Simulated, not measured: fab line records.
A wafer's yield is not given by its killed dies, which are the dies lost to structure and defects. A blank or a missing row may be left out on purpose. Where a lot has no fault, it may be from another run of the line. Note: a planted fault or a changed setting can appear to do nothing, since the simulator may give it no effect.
Which tool is to blame? :: flow berkeleyCmos170 :: Sampling: 13 lots, 39 wafers, 5 of 331 route steps

WHAT THE GAUGES READ, wafer by wafer
UCB170_CONTACT_THK_MEAS_02. Usual: CONTACT_PSG_THK gives 701 nm (standard deviation 8).
lot: L981
measured: day 7 20:14
on: filmMetro-04
CONTACT_PSG_THK (nm): 688 694 688
flag: 

lot: L982
measured: day 8 08:52
on: filmMetro-02
CONTACT_PSG_THK (nm): 694 696 691
flag: 

lot: L985
measured: day 8 23:16
on: filmMetro-03
CONTACT_PSG_THK (nm): 694 693 696
flag: 

lot: L986
measured: day 9 01:48
on: filmMetro-04
CONTACT_PSG_THK (nm): 708 707 706
flag: 

lot: L984
measured: day 9 01:49
on: filmMetro-03
CONTACT_PSG_THK (nm): 705 695 702
flag: 

lot: L987
measured: day 9 12:11
on: filmMetro-02
CONTACT_PSG_THK (nm): 699 701 694
flag: 

lot: L988
measured: day 9 12:12
on: filmMetro-03
CONTACT_PSG_THK (nm): 699 700 700
flag: 

lot: L992
measured: day 10 16:35
on: filmMetro-03
CONTACT_PSG_THK (nm): 701 704 704
flag: 

lot: L994
measured: day 10 16:35
on: filmMetro-02
CONTACT_PSG_THK (nm): 704 696 704
flag: 

lot: L997
measured: day 11 09:00
on: filmMetro-03
CONTACT_PSG_THK (nm): 699 705 699
flag: 

lot: L102
measured: day 12 12:22
on: filmMetro-03
CONTACT_PSG_THK (nm): 708 701 712
flag: 

lot: L103
measured: day 12 12:22
on: filmMetro-02
CONTACT_PSG_THK (nm): 710 714 707
flag: 

lot: L104
measured: day 13 07:18
on: filmMetro-04
CONTACT_PSG_THK (nm): 706 708 703
flag: 

UCB170_V1_THK_MEAS_01. Usual: V1_TEOS_THK gives 1992 nm (standard deviation 24).
lot: L981
measured: day 8 02:05
on: filmMetro-02
V1_TEOS_THK (nm): 1992 1964 2033
flag: 

lot: L982
measured: day 8 15:09
on: filmMetro-04
V1_TEOS_THK (nm): 2004 2064 2023
flag: 

lot: L985
measured: day 9 05:25
on: filmMetro-01
V1_TEOS_THK (nm): 1985 1996 2027
flag: 

lot: L986
measured: day 9 08:00
on: filmMetro-02
V1_TEOS_THK (nm): 1965 1949 2018
flag: 

lot: L984
measured: day 9 09:21
on: filmMetro-04
V1_TEOS_THK (nm): 1969 1985 2006
flag: 

lot: L987
measured: day 9 19:26
on: filmMetro-01
V1_TEOS_THK (nm): 1956 1952 1971
flag: 

lot: L988
measured: day 9 20:47
on: filmMetro-02
V1_TEOS_THK (nm): 1984 2003 2006
flag: 

lot: L992
measured: day 11 02:07
on: filmMetro-04
V1_TEOS_THK (nm): 1989 1979 2015
flag: 

lot: L994
measured: day 11 02:07
on: filmMetro-02
V1_TEOS_THK (nm): 1964 1976 1992
flag: 

lot: L997
measured: day 11 15:22
on: filmMetro-04
V1_TEOS_THK (nm): 1992 2041 2018
flag: 

lot: L102
measured: day 12 20:56
on: filmMetro-01
V1_TEOS_THK (nm): 1980 2008 2263
flag: OFF

lot: L103
measured: day 12 19:36
on: filmMetro-01
V1_TEOS_THK (nm): 1976 2004 2035
flag: 

lot: L104
measured: day 13 13:54
on: filmMetro-02
V1_TEOS_THK (nm): 1992 1971 1974
flag: 

UCB170_V1_CD_MEAS_12: the cd target is 700 nm. Usual: cdNm 699.8 nm, standard deviation 1.3.
lot: L981
measured: day 8 03:54
on: cdSem-02
cdNm (nm): 699.1 698.7 699.7
flag: 

lot: L982
measured: day 8 16:43
on: cdSem-02
cdNm (nm): 699.0 699.1 699.0
flag: 

lot: L985
measured: day 9 07:12
on: cdSem-01
cdNm (nm): 702.4 701.9 701.7
flag: 

lot: L986
measured: day 9 09:42
on: cdSem-02
cdNm (nm): 699.0 699.2 699.3
flag: 

lot: L984
measured: day 9 14:11
on: cdSem-02
cdNm (nm): 698.0 699.3 698.4
flag: 

lot: L987
measured: day 9 23:00
on: cdSem-01
cdNm (nm): 696.3 698.1 697.6
flag: 

lot: L988
measured: day 9 22:46
on: cdSem-01
cdNm (nm): 699.4 699.2 699.4
flag: 

lot: L992
measured: day 11 05:11
on: cdSem-01
cdNm (nm): 702.0 701.4 701.3
flag: 

lot: L994
measured: day 11 04:58
on: cdSem-02
cdNm (nm): 699.3 699.8 699.8
flag: 

lot: L997
measured: day 11 19:18
on: cdSem-01
cdNm (nm): 698.7 698.9 698.5
flag: 

lot: L102
measured: day 13 02:08
on: cdSem-02
cdNm (nm): 702.5 701.6 701.3
flag: 

lot: L103
measured: day 12 21:31
on: cdSem-01
cdNm (nm): 701.2 700.9 700.2
flag: 

lot: L104
measured: day 13 16:43
on: cdSem-02
cdNm (nm): 699.8 700.7 701.8
flag: 

EACH LOT AND THE TOOL THAT RAN IT (in order: tool; ch and the chambers of the sampled wafers; start)
lot: L981
UCB170_CONTACT_RTA_08: rtpAnneal-02 ch 0, day 7 21:01
UCB170_V1_CVD_00: pecvd-02 ch 0,2, day 8 01:55

lot: L982
UCB170_CONTACT_RTA_08: rtpAnneal-01 ch 0, day 8 09:55
UCB170_V1_CVD_00: pecvd-04 ch 0,2, day 8 15:00

lot: L985
UCB170_CONTACT_RTA_08: rtpAnneal-01 ch 0, day 9 00:04
UCB170_V1_CVD_00: pecvd-04 ch 1,2, day 9 05:15

lot: L986
UCB170_CONTACT_RTA_08: rtpAnneal-02 ch 0, day 9 02:46
UCB170_V1_CVD_00: pecvd-02 ch 0,2, day 9 07:50

lot: L984
UCB170_CONTACT_RTA_08: rtpAnneal-01 ch 0, day 9 02:46
UCB170_V1_CVD_00: pecvd-03 ch 0,1,2, day 9 09:11

lot: L987
UCB170_CONTACT_RTA_08: rtpAnneal-02 ch 0, day 9 12:59
UCB170_V1_CVD_00: pecvd-02 ch 1,2, day 9 19:17

lot: L988
UCB170_CONTACT_RTA_08: rtpAnneal-01 ch 0, day 9 13:01
UCB170_V1_CVD_00: pecvd-04 ch 1,2, day 9 20:37

lot: L992
UCB170_CONTACT_RTA_08: rtpAnneal-01 ch 0, day 10 19:38
UCB170_V1_CVD_00: pecvd-03 ch 0,1,2, day 11 01:57

lot: L994
UCB170_CONTACT_RTA_08: rtpAnneal-02 ch 0, day 10 19:43
UCB170_V1_CVD_00: pecvd-02 ch 1,2, day 11 01:57

lot: L997
UCB170_CONTACT_RTA_08: rtpAnneal-01 ch 0, day 11 09:47
UCB170_V1_CVD_00: pecvd-03 ch 0,1,2, day 11 15:12

lot: L102
UCB170_CONTACT_RTA_08: rtpAnneal-02 ch 0, day 12 14:38
UCB170_V1_CVD_00: pecvd-04 ch 0,2, day 12 20:46

lot: L103
UCB170_CONTACT_RTA_08: rtpAnneal-02 ch 0, day 12 14:34
UCB170_V1_CVD_00: pecvd-03 ch 0,1,2, day 12 19:26

lot: L104
UCB170_CONTACT_RTA_08: rtpAnneal-01 ch 0, day 13 08:05
UCB170_V1_CVD_00: pecvd-03 ch 0,1,2, day 13 13:47
- UCB170_CONTACT_RTA_08: time 10 s.
- UCB170_V1_CVD_00: deposits SiO2 from TEOS/O2, target thk 2000 nm, time 250 s.

AS READ BY THE TOOLS THEMSELVES (means over the sampled wafers that have a number; for cases with no such wafer, the mark the record gives instead)
UCB170_CONTACT_RTA_08. Usual: annealTempCMax 904.3, standard deviation 1.2; lampPowerPct 22.0 %, standard deviation 0.9; wafer_temp_C_max 903.9, standard deviation 0.8.
lot: L981
tool: rtpAnneal-02
annealTempCMax: 903.3
lampPowerPct (%): 22.9
wafer_temp_C_max: 904.5
flag: 

lot: L982
tool: rtpAnneal-01
annealTempCMax: 905.3
lampPowerPct (%): 21.1
wafer_temp_C_max: 903.7
flag: 

lot: L985
tool: rtpAnneal-01
annealTempCMax: 904.2
lampPowerPct (%): 21.1
wafer_temp_C_max: 904.3
flag: 

lot: L986
tool: rtpAnneal-02
annealTempCMax: 903.9
lampPowerPct (%): 22.9
wafer_temp_C_max: 904.1
flag: 

lot: L984
tool: rtpAnneal-01
annealTempCMax: 904.9
lampPowerPct (%): 21.1
wafer_temp_C_max: 904.6
flag: 

lot: L987
tool: rtpAnneal-02
annealTempCMax: 903.5
lampPowerPct (%): 22.9
wafer_temp_C_max: 903.7
flag: 

lot: L988
tool: rtpAnneal-01
annealTempCMax: 906.7
lampPowerPct (%): 21.1
wafer_temp_C_max: 904.5
flag: 

lot: L992
tool: rtpAnneal-01
annealTempCMax: 904.7
lampPowerPct (%): 21.1
wafer_temp_C_max: 903.0
flag: 

lot: L994
tool: rtpAnneal-02
annealTempCMax: 903.8
lampPowerPct (%): 22.9
wafer_temp_C_max: 903.2
flag: 

lot: L997
tool: rtpAnneal-01
annealTempCMax: 905.6
lampPowerPct (%): 21.1
wafer_temp_C_max: 903.9
flag: 

lot: L102
tool: rtpAnneal-02
annealTempCMax: 903.7
lampPowerPct (%): 22.9
wafer_temp_C_max: 903.1
flag: 

lot: L103
tool: rtpAnneal-02
annealTempCMax: 903.0
lampPowerPct (%): 22.9
wafer_temp_C_max: 903.5
flag: 

lot: L104
tool: rtpAnneal-01
annealTempCMax: 904.6
lampPowerPct (%): 21.1
wafer_temp_C_max: 903.7
flag: 

UCB170_V1_CVD_00. Usual: heaterPowerW 259 W, standard deviation 72; runLengthS 277.8 s, standard deviation 0.4.
lot: L981
tool: pecvd-02
heaterPowerW (W): 321
runLengthS (s): 277.7
flag: 

lot: L982
tool: pecvd-04
heaterPowerW (W): 188
runLengthS (s): 277.5
flag: 

lot: L985
tool: pecvd-04
heaterPowerW (W): 198
runLengthS (s): 277.5
flag: 

lot: L986
tool: pecvd-02
heaterPowerW (W): 338
runLengthS (s): 278.0
flag: 

lot: L984
tool: pecvd-03
heaterPowerW (W): 235
runLengthS (s): 277.7
flag: 

lot: L987
tool: pecvd-02
heaterPowerW (W): 301
runLengthS (s): 278.0
flag: 

lot: L988
tool: pecvd-04
heaterPowerW (W): 170
runLengthS (s): 277.8
flag: 

lot: L992
tool: pecvd-03
heaterPowerW (W): 246
runLengthS (s): 277.7
flag: 

lot: L994
tool: pecvd-02
heaterPowerW (W): 307
runLengthS (s): 277.6
flag: 

lot: L997
tool: pecvd-03
heaterPowerW (W): 208
runLengthS (s): 278.3
flag: 

lot: L102
tool: pecvd-04
heaterPowerW (W): 194
runLengthS (s): 288.5
flag: OFF

lot: L103
tool: pecvd-03
heaterPowerW (W): 185
runLengthS (s): 278.0
flag: 

lot: L104
tool: pecvd-03
heaterPowerW (W): 198
runLengthS (s): 277.8
flag: 

THE ANSWER, worked out from the rows above alone
Rule: take the mean of a lot's wafers that have a number; if it is more than 3 standard deviations from the usual mean, the lot is off. Also off: a lot with no number at a reading for which 4 or more lots have one. Where the step has rows for the other lots, those lots are counted as sound. After the gauges, taken in route order, come the tools' own readings; for these a lot's mean is taken, as printed above. At the first step where some lot is off, the reading lying furthest off is the one used; lots without a number count as furthest.
Off: L102, seen at UCB170_V1_THK_MEAS_01 (V1_TEOS_THK).
A tool fits if, at a process step before that reading, it ran every lot that is off, and no sound lot after the first of them. Not tried: the gauges at UCB170_V1_THK_MEAS_01; whatever is off there is also off at UCB170_V1_CVD_00, on other tools, and gauge error can't account for it. Undecided on this evidence; 2 tools fit (rtpAnneal-02 at UCB170_CONTACT_RTA_08, pecvd-04 at UCB170_V1_CVD_00).

WHAT THE SIMULATOR HAD INSERTED
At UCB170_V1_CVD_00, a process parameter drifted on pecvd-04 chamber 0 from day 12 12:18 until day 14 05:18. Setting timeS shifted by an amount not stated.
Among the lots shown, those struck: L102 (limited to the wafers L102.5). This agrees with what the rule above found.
